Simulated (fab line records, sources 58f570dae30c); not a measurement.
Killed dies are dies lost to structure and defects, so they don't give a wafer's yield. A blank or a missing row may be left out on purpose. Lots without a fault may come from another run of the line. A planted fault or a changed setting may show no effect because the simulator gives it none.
Which tool did it? | flow berkeley_cmos170 | 14 lots, 42 wafers sampled, at 2 steps of a route of 331

WHAT THE GAUGES READ, wafer by wafer
UCB170_GATE_CD_MEAS_90: target cd 350 nm. Usual: cd_nm 350.1 nm, standard deviation 1.5.
lot  | measured     | on        | cd_nm (nm)        | flag
L235 | day 5 20:46  | cd_sem-02 | 346.5 347.0 348.0 |
L237 | day 6 22:31  | cd_sem-02 | 349.6 349.6 349.5 |
L238 | day 7 12:41  | cd_sem-02 | 349.0 349.5 349.6 |
L239 | day 7 12:50  | cd_sem-01 | 349.5 347.9 348.4 |
L240 | day 7 12:55  | cd_sem-02 | 350.8 348.1 348.3 |
L242 | day 7 21:37  | cd_sem-01 | 349.6 350.7 350.4 |
L241 | day 7 21:49  | cd_sem-01 | 351.2 351.8 350.3 |
L243 | day 8 04:28  | cd_sem-02 | 348.7 347.9 349.4 |
L247 | day 8 20:44  | cd_sem-01 | 350.4 349.4 349.1 |
L249 | day 9 06:40  | cd_sem-02 | 349.9 349.0 350.6 |
L254 | day 9 21:26  | cd_sem-02 | 352.0 348.9 349.5 |
L253 | day 9 21:33  | cd_sem-02 | 348.1 349.5 348.0 |
L258 | day 10 18:26 | cd_sem-01 | 351.9 352.2 351.3 |
L256 | day 10 18:38 | cd_sem-02 | 352.8 351.0 349.9 |

WHICH TOOL RAN EACH LOT (tool, then ch and the chambers of the sampled wafers, then the start)
lot  | UCB170_GATE_ETCH_15
L235 | rie_si-02 ch 1,2,3, day 5 20:37
L237 | rie_si-01 ch 1,2,3, day 6 22:19
L238 | rie_si-02 ch 0,1,3, day 7 12:32
L239 | rie_si-01 ch 0,2,3, day 7 12:40
L240 | rie_si-02 ch 0,1, day 7 12:46
L242 | rie_si-01 ch 1,2, day 7 21:26
L241 | rie_si-02 ch 1,2,3, day 7 21:40
L243 | rie_si-02 ch 2,3, day 8 04:19
L247 | rie_si-01 ch 0,2,3, day 8 20:35
L249 | rie_si-02 ch 0,2,3, day 9 06:31
L254 | rie_si-01 ch 1,2, day 9 21:08
L253 | rie_si-02 ch 0,1,3, day 9 21:24
L258 | rie_si-02 ch 0,2,3, day 10 18:14
L256 | rie_si-01 ch 1,2,3, day 10 18:29
- UCB170_GATE_ETCH_15: etches poly-Si in HBr/Cl2, stops on SiO2, time 56.3 s, target depth 278.2 nm.

WHAT THE TOOLS THEMSELVES READ (means of the sampled wafers that have a number; where no wafer has one, the mark that the record gives instead)
UCB170_GATE_ETCH_15. Usual: drypump_motor_current_A 5.8 A, standard deviation 0.32; oes_product_au 0.821 a.u., standard deviation 0.014; throttle_valve_pct 26.55 %, standard deviation 0.2.
lot  | tool      | drypump_motor_current_A (A) | oes_product_au (a.u.) | throttle_valve_pct (%) | flag
L235 | rie_si-02 | 5.7                         | 0.816                 | 26.47                  |
L237 | rie_si-01 | 6.0                         | 0.816                 | 26.68                  |
L238 | rie_si-02 | 5.9                         | 0.824                 | 26.55                  |
L239 | rie_si-01 | 6.0                         | 0.807                 | 26.69                  |
L240 | rie_si-02 | 5.7                         | 0.830                 | 26.49                  |
L242 | rie_si-01 | 6.0                         | 0.816                 | 26.67                  |
L241 | rie_si-02 | 5.7                         | 0.807                 | 26.48                  |
L243 | rie_si-02 | 5.5                         | 0.823                 | 26.29                  |
L247 | rie_si-01 | 6.0                         | 0.820                 | 26.67                  |
L249 | rie_si-02 | 5.7                         | 0.825                 | 26.36                  |
L254 | rie_si-01 | 5.9                         | 0.827                 | 26.69                  |
L253 | rie_si-02 | 5.9                         | 0.829                 | 26.50                  |
L258 | rie_si-02 | 5.7                         | 0.833                 | 26.36                  |
L256 | rie_si-01 | 6.0                         | 0.825                 | 26.69                  |

THE ANSWER, worked out from the rows above alone
Rule: a lot is off if the mean of its wafers that have a number lies more than 3 standard deviations from the usual mean. A lot without any number at a reading at which 4 lots or more have one is off too. The other lots that the step has rows for count as sound. The gauges are gone through in route order, then the tools' own readings, and for those a lot's mean is taken as printed above. The first step at which some lot is off is used, and at that step the reading that is off furthest; a lot without a number counts as furthest.
No lot is off at any reading shown: from this, nothing can be told.

WHAT THE SIMULATOR HAD PUT IN
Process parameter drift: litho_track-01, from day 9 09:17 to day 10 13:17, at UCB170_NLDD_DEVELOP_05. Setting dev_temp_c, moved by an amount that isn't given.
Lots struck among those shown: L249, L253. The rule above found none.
